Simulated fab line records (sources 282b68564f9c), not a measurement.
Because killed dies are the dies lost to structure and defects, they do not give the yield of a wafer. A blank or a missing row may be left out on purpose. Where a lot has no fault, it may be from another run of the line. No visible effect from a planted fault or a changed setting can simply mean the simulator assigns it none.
fab line records ; flow rit_cmos
record: lots: 14; wafers: 42; last_day: 7
route steps=202 shown CONTACT@168 M1@202
lots with no fault: from the same line, run without faults
start_h: hours from the record's opening day to when the first of the lot's shown wafers began ; wait_h: hours elapsed since this lot's preceding step ; " unchanged from the row above ; L1.1+2: a single row standing in for several wafers ; - value missing, or start not given ; * or withheld: withheld ; < > ~ a bound
route shown NAME@n: names a module that has steps shown in the file, with the first one's number in the route ; usual: mean/standard deviation taken from wafers without a fault ; same: alike in all rows ; chamber/n: place in a boat ; sites: readings site by site ; _std_site: standard deviation across them ; _edge_site: mean of outer sites minus mean of inner sites ; radius_mm: how far each site lies from the wafer's centre ; mask NAME#n: copy n ; behind: the tool/chamber that last shaped the wafer ; hold: why the lot went on hold/how many hours it stayed there/how the hold came to an end ; device: names the non-switching transistor (n, p or np) ; end of line: the same wafers' tests at the end of the route ; for a step that has no rows: nothing shown but its recipe ; killed: at the first sort, the dies lost to defects and structure; wafer yield is something else ; map: shows each die of a wafer: x if killed, . if not, _ if none is there
set.NAME: the run value of the setting; set.NAME@STEP: its run value at that earlier step ; model.NAME: the simulator's own value behind a step, which no gauge read
route steps across a sampled set of lots; one table per step, one row per wafer
services: from which hour (start_h, from the record's first day; less than 0 if before it) a tool's chamber was out of use, for how many hours, and why
== steps ==
step: RIT_CONTACT_CVD_00
recipe: material: SiO2; target_thk_nm: 400; precursor: TEOS; temp_c: 390; time_s: 61; rf_w: 414.4
usual: heater_power_w: 298/42
lot.wafer;tool;chamber;start_h;wait_h;heater_power_w
L621.3;pecvd-04;1;61.81;0.1;239
L621.5;pecvd-04;2;61.81;0.1;267
L621.6;pecvd-04;1;61.81;0.1;262
L623.1;pecvd-01;0;71.13;0.1;385
L623.2;pecvd-01;2;71.13;0.1;327
L623.5;pecvd-01;2;71.13;0.1;346
L624.3;pecvd-04;1;73.85;0.0;250
L624.4;pecvd-04;2;73.85;0.0;296
L624.6;pecvd-04;1;73.85;0.0;260
L625.2;pecvd-02;1;80.40;0.0;275
L625.5;pecvd-02;2;80.40;0.0;318
L625.6;pecvd-02;1;80.40;0.0;283
L626.3;pecvd-01;2;91.18;0.0;294
L626.5;pecvd-01;0;91.18;0.0;377
L626.6;pecvd-01;2;91.18;0.0;305
L627.1;pecvd-04;0;99.15;0.1;315
L627.2;pecvd-04;1;99.15;0.1;234
L627.6;pecvd-04;1;99.15;0.1;254
L628.1;pecvd-02;1;99.39;0.1;227
L628.3;pecvd-02;1;99.39;0.1;244
L628.5;pecvd-02;2;99.39;0.1;295
L630.3;pecvd-04;0;111.29;0.0;340
L630.5;pecvd-04;1;111.29;0.0;300
L630.6;pecvd-04;0;111.29;0.0;345
L631.1;pecvd-02;1;122.73;0.1;249
L631.3;pecvd-02;2;122.73;0.1;311
L631.4;pecvd-02;1;122.73;0.1;271
L632.2;pecvd-01;0;128.76;0.0;435
L632.3;pecvd-01;2;128.76;0.0;279
L632.4;pecvd-01;0;128.76;0.0;332
L634.1;pecvd-02;2;144.60;0.1;330
L634.3;pecvd-02;1;144.60;0.1;285
L634.6;pecvd-02;1;144.60;0.1;277
L638.2;pecvd-01;1;159.54;0.0;342
L638.3;pecvd-01;1;159.54;0.0;352
L638.5;pecvd-01;2;159.54;0.0;276
L640.2;pecvd-01;0;170.79;0.0;365
L640.4;pecvd-01;2;170.79;0.0;279
L640.5;pecvd-01;1;170.79;0.0;337
L642.2;pecvd-04;1;171.23;0.0;285
L642.3;pecvd-04;0;171.23;0.0;315
L642.4;pecvd-04;1;171.23;0.0;296
step: RIT_CONTACT_THK_MEAS_01
recipe: reads: SiO2_of_CONTACT_CVD_00
usual: CONTACT_TEOS_THK: 404/5
lot.wafer;tool;chamber;start_h;wait_h;CONTACT_TEOS_THK[nm]
L621.3;film_metro-01;-;61.88;0.0;405
L621.5;film_metro-01;-;61.88;0.0;411
L621.6;film_metro-01;-;61.88;0.0;408
L623.1;film_metro-04;-;71.18;0.0;402
L623.2;film_metro-04;-;71.18;0.0;399
L623.5;film_metro-04;-;71.18;0.0;403
L624.3;film_metro-01;-;73.92;0.0;398
L624.4;film_metro-01;-;73.92;0.0;401
L624.6;film_metro-01;-;73.92;0.0;403
L625.2;film_metro-01;-;80.48;0.1;404
L625.5;film_metro-01;-;80.48;0.1;401
L625.6;film_metro-01;-;80.48;0.1;411
L626.3;film_metro-01;-;91.25;0.0;403
L626.5;film_metro-01;-;91.25;0.0;406
L626.6;film_metro-01;-;91.25;0.0;410
L627.1;film_metro-04;-;99.20;0.0;400
L627.2;film_metro-04;-;99.20;0.0;399
L627.6;film_metro-04;-;99.20;0.0;405
L628.1;film_metro-01;-;99.47;0.1;407
L628.3;film_metro-01;-;99.47;0.1;407
L628.5;film_metro-01;-;99.47;0.1;406
L630.3;film_metro-04;-;111.36;0.0;400
L630.5;film_metro-04;-;111.36;0.0;402
L630.6;film_metro-04;-;111.36;0.0;408
L631.1;film_metro-03;-;122.81;0.1;253
L631.3;film_metro-03;-;122.81;0.1;249
L631.4;film_metro-03;-;122.81;0.1;259
L632.2;film_metro-03;-;128.82;0.0;410
L632.3;film_metro-03;-;128.82;0.0;404
L632.4;film_metro-03;-;128.82;0.0;420
L634.1;film_metro-03;-;144.68;0.1;253
L634.3;film_metro-03;-;144.68;0.1;263
L634.6;film_metro-03;-;144.68;0.1;257
L638.2;film_metro-03;-;159.62;0.1;400
L638.3;film_metro-03;-;159.62;0.1;405
L638.5;film_metro-03;-;159.62;0.1;408
L640.2;film_metro-04;-;170.85;0.0;402
L640.4;film_metro-04;-;170.85;0.0;404
L640.5;film_metro-04;-;170.85;0.0;404
L642.2;film_metro-01;-;171.30;0.0;395
L642.3;film_metro-01;-;171.30;0.0;402
L642.4;film_metro-01;-;171.30;0.0;407
step: RIT_M1_PROBE_99
usual: killed_at_contacts: 0.1/0.28; killed_at_front_end: 7.1/2.8; killed_dies: 7.1/2.9; killed_open: 3.4/2; killed_short: 3.6/2.1
same: gross_dies: 264; killed_at_M0_to_M3: 0; killed_at_M4_up: 0; killed_at_back_side: 0; killed_at_other: 0
lot.wafer;tool;chamber;start_h;wait_h;killed_at_contacts;killed_at_front_end;killed_dies;killed_open;killed_short
L638.2;prober-02;-;168.15;0.1;0;12;12;3;9
L638.3;prober-02;-;168.20;0.2;0;7;7;1;6
L638.5;prober-02;-;168.30;0.2;0;10;10;4;6
L642.2;prober-01;-;179.00;0.1;1;8;9;6;3
L642.3;prober-01;-;179.05;0.2;0;4;4;1;3
L642.4;prober-01;-;179.10;0.2;1;2;3;3;0
killed by level:class
L638.2 GATE:geometric_particle:short=3 FOX1:geometric_particle:short=2 SPACER:geometric_particle:short=2 FOX1:geometric_particle:open=1 FOX2:geometric_particle:short=1 GATE:geometric_particle:open=1 SPACER:geometric_particle:open=1 SILICIDE:geometric_particle:short=1
L638.3 REOX:geometric_particle:short=2 FOX1:geometric_particle:short=1 FOX2:geometric_particle:short=1 GATE:geometric_particle:open=1 GATE:geometric_particle:short=1 SPACER:geometric_particle:short=1
L638.5 FOX1:geometric_particle:short=2 FOX1:geometric_particle:open=2 GATE:geometric_particle:open=2 ACTIVE:geometric_particle:short=1 FOX2:geometric_particle:short=1 GATE:geometric_particle:short=1 SPACER:geometric_particle:short=1
L642.2 GATE:geometric_particle:open=2 SPACER:geometric_particle:open=2 FOX1:geometric_particle:open=1 GATE:geometric_particle:short=1 SPACER:geometric_particle:short=1 SILICIDE:geometric_particle:short=1 CONTACT:geometric_particle:open=1
L642.3 GATE:geometric_particle:short=2 FOX1:geometric_particle:short=1 SILICIDE:geometric_particle:open=1
L642.4 FOX1:geometric_particle:open=1 REOX:geometric_particle:open=1 CONTACT:geometric_particle:open=1
== services ==
tool;chamber;start_h;hours;kind
pecvd-02;0;45.53;102.1;repair
pecvd-01;0;143.69;15.9;repair
pecvd-04;0;144.91;11.5;repair
== key ==
first_sign: step: RIT_CONTACT_THK_MEAS_01; reading: CONTACT_TEOS_THK; direction: down; sigmas: 30; usual: 404; struck: 256
effect none on later readings
met_at RIT_CONTACT_CVD_00
struck_lots L631,L634
tester_left_out L631,L634
onset_between 99.39 122.73
fault: kind: process_parameter_drift; tool: pecvd-02; chamber: -; onset_h: 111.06; steps: RIT_CONTACT_CVD_00; channel: target_thk_nm; offset: -145.91; shape: step; end_h: 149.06; stated: 400
tester_left_out: of these lots the tester's yield and bins aren't shown, on N5 and GAA mostly nor the transistor test; their killed dies are dies lost to structure and defects alone, not to doping, threshold or leakage, so they don't give the yield
